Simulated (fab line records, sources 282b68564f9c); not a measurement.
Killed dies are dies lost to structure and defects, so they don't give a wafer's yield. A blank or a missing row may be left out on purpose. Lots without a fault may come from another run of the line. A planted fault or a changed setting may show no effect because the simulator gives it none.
One fault seen from 2 desks | flow rit_cmos | each desk has only its own numbers; what lay behind them comes last

THE METROLOGY DESK
What the gauges read, lot by lot, whatever tool the lot ran on: means of the sampled wafers that have a number. A lot is out of limits, marked OUT, if its mean lies more than 4 standard deviations from the usual mean; the brackets give that distance.
Columns: A = NWELL_RS at RIT_WELLDRIVE_RS_MEAS_01, usual 275.8 ohm/sq; B = PWELL_RS at RIT_WELLDRIVE_RS_MEAS_02, usual 430.7 ohm/sq
lot  | first seen here | A               | B
L830 | day 2 04:26     | 276.4           | 430.2
L831 | day 2 08:41     | 275.2           | 431.3
L832 | day 2 13:50     | 275.7           | 430.2
L833 | day 2 19:08     | 275.3           | 430.6
L834 | day 3 01:23     | 275.5           | 432.0
L836 | day 3 10:10     | 261.6 (-16) OUT | 414.6 (-13) OUT
L837 | day 3 15:22     | 260.8 (-17) OUT | 415.5 (-13) OUT
L843 | day 4 20:46     | 275.4           | 428.1
L846 | day 5 12:47     | 276.3           | 431.0
L848 | day 5 22:35     | 273.7           | 429.2
L850 | day 6 07:42     | 275.8           | 432.6
L851 | day 6 14:05     | 276.9           | 430.3
L852 | day 6 18:28     | 276.1           | 429.8
L853 | day 6 23:05     | 276.7           | 431.4
This desk's finding: out of limits on L836, L837; first on L836, day 3 10:10 (NWELL_RS at RIT_WELLDRIVE_RS_MEAS_01). In limits: L830, L831, L832, L833, L834, L843, L846, L848, L850, L851, L852, L853.

THE TOOL OWNER'S DESK: furnace-02
The tool's own readings at RIT_WELLDRIVE_ANNEAL_00 (time 14700 s): means of the sampled wafers that have a number, for each lot that ran on this tool. A lot is out of limits, marked OUT, if its mean lies more than 4 standard deviations from the usual mean; the brackets give that distance.
Columns: A = run_length_s at RIT_WELLDRIVE_ANNEAL_00, usual 18264 s; B = tube_center_temp_C_max at RIT_WELLDRIVE_ANNEAL_00, usual 1102.8
lot  | first seen here | A                       | B
L831 | day 2 03:34     | 18265                   | 1103.0
L836 | day 3 05:02     | 23416 (+99 or more) OUT | 1102.5
L837 | day 3 10:17     | 23418 (+99 or more) OUT | 1103.5
L852 | day 6 13:20     | 18276                   | 1102.5
This desk's finding: out of limits on L836, L837; first on L836, day 3 05:02 (run_length_s at RIT_WELLDRIVE_ANNEAL_00). In limits: L831, L852.

PUT TOGETHER
The tool owner's desk could have raised an alarm at day 3 05:02, on L836, L837.
The metrology desk could have raised an alarm at day 3 10:10, on L836, L837.
Of the lots named, all ran RIT_WELLDRIVE_ANNEAL_00 on furnace-02.

WHAT THE SIMULATOR HAD PUT IN
Process parameter drift: furnace-02, from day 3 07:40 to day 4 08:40, at RIT_WELLDRIVE_ANNEAL_00. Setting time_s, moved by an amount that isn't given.
Lots struck among those shown: L836, L837.
